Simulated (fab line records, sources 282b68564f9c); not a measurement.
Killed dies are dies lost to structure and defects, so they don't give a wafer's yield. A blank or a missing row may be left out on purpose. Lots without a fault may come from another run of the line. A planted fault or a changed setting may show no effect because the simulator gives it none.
A struck lot beside a sound one | flow rit_cmos | 15 steps out of a route of 202
Sound: wafers L661.1, L661.2, L661.6. Struck: wafers L666.1, L666.5, L666.6. The cause comes at the end.
At each step with rows: each side's tool, then ch and its chambers, then its first start. Under that, the readings that differ: sound wafers | struck wafers | difference of the means | sigmas: that difference in standard deviations of wafers without a fault.
alike: readings whose means differ by less than 2 such deviations, and words and numbers that are the same on both sides. not compared: withheld readings, readings that some wafer has no value for, bounds like >300 that may hide the same value, and numbers for which the record gives no deviation and whose values overlap.
The two part at a step that has a row with sigmas, a row that says differs or no value, or rows on one side only. Numbers that don't overlap but have no deviation are shown without sigmas and don't part them. A reading that every wafer of one side lacks parts them only if that side has two wafers or more.

first, 5 steps without rows for these wafers: RIT_M1_COAT_04 (resist thk 1300 nm); RIT_M1_SOFTBAKE_05 (time 60 s); RIT_M1_EXPOSE_06 (exposes mask M12, target cd 2600 nm); RIT_M1_PEB_07; RIT_M1_DEVELOP_08 (develop time 68 s).
RIT_M1_CD_MEAS_09: target cd 2600 nm.
  sound on cd_sem-01, day 3 12:59; struck on cd_sem-01, day 4 14:25
  alike: cd_nm
RIT_M1_OVL_MEAS_10:
  sound on overlay-01, day 3 13:07; struck on overlay-01, day 4 14:32
  alike: M1_OVL
then, 1 step without rows for these wafers: RIT_M1_HARDBAKE_11 (time 120 s).
RIT_M1_METAL_ETCH_12: etches Al in Cl2/BCl3, stops on SiO2, time 165 s, target depth 600 nm.
  sound on rie_metal-02 ch 0,1, day 3 13:23; struck on rie_metal-04 ch 0,1, day 4 14:49
  alike: drypump_motor_current_A, oes_product_au, throttle_valve_pct
  not compared: rf_hours_counter_h
then, 1 step without rows for these wafers: RIT_M1_STRIP_13 (strips in nmp, time 600 s).
RIT_M1_STRIP_14: strips in O2, time 180 s.
  sound on plasma_asher-02 ch 0,1, day 3 13:44; struck on plasma_asher-04 ch 0,1, day 4 15:10
  alike: drypump_motor_current_A
  not compared: rf_hours_counter_h
RIT_M1_CD_MEAS_90: target cd 2600 nm.
  sound on cd_sem-01, day 3 13:55; struck on cd_sem-01, day 4 15:20
  alike: cd_nm
RIT_M1_ANNEAL_15: time 1800 s.
  sound on furnace-02 ch 0, day 3 14:02; struck on furnace-02 ch 0, day 4 18:29
  alike: spike_tc_centre_C
RIT_M1_BOW_MEAS_16:
  sound on film_metro-01, day 3 15:32; struck on film_metro-02, day 4 19:59
  alike: M1_BOW
RIT_M1_PROBE_99:
  sound on prober-02, day 3 15:39; struck on prober-01, day 4 20:06
  reading                                                 | sound                | struck               | difference | sigmas
  model.etest.nmos_0p15.junction_log10_a_um               | -13.63 -13.5 -13.6   | -11.05 -11.17 -11.44 | +2.36      |
  model.etest.nmos_narrow.off_log10_a_um                  | -13.19 -13.21 -13.32 | -11.05 -11.16 -11.44 | +2.02      |
  model.etest.gate_end_array.leak_log10_a_um              | -12.77 -12.84 -12.91 | -10.9 -10.99 -11.27  | +1.8       |
  model.etest.nmos_0p3.off_log10_a_um                     | -12.97 -13.07 -13.15 | -11.05 -11.16 -11.44 | +1.85      |
  model.etest.pmos_0p15.junction_log10_a_um               | -13.78 -13.78 -13.82 | -12.05 -12.16 -12.43 | +1.58      |
  model.etest.contact_diode_array.leak_log10_a (angstrom) | -9.523 -9.519 -9.428 | -7.757 -7.798 -8.169 | +1.582     |
  model.etest.pmos_0p3.off_log10_a_um                     | -12.83 -12.83 -12.89 | -11.96 -12.09 -12.32 | +0.73      |
  model.etest.select_edge_diode_n.leak_log10_a (angstrom) | -9.626 -9.785 -9.88  | -8.818 -8.971 -9.313 | +0.730     |
  alike: defect_limited_yield, killed_at_contacts, killed_at_front_end, killed_dies, killed_open, killed_short, sort_bin_3_pad_short, sort_bin_5_function, sort_bin_6_memory, sort_n_pass, sort_yield_pct

WHERE THEY PART
Nowhere in this record.

WHY: what the simulator had put in
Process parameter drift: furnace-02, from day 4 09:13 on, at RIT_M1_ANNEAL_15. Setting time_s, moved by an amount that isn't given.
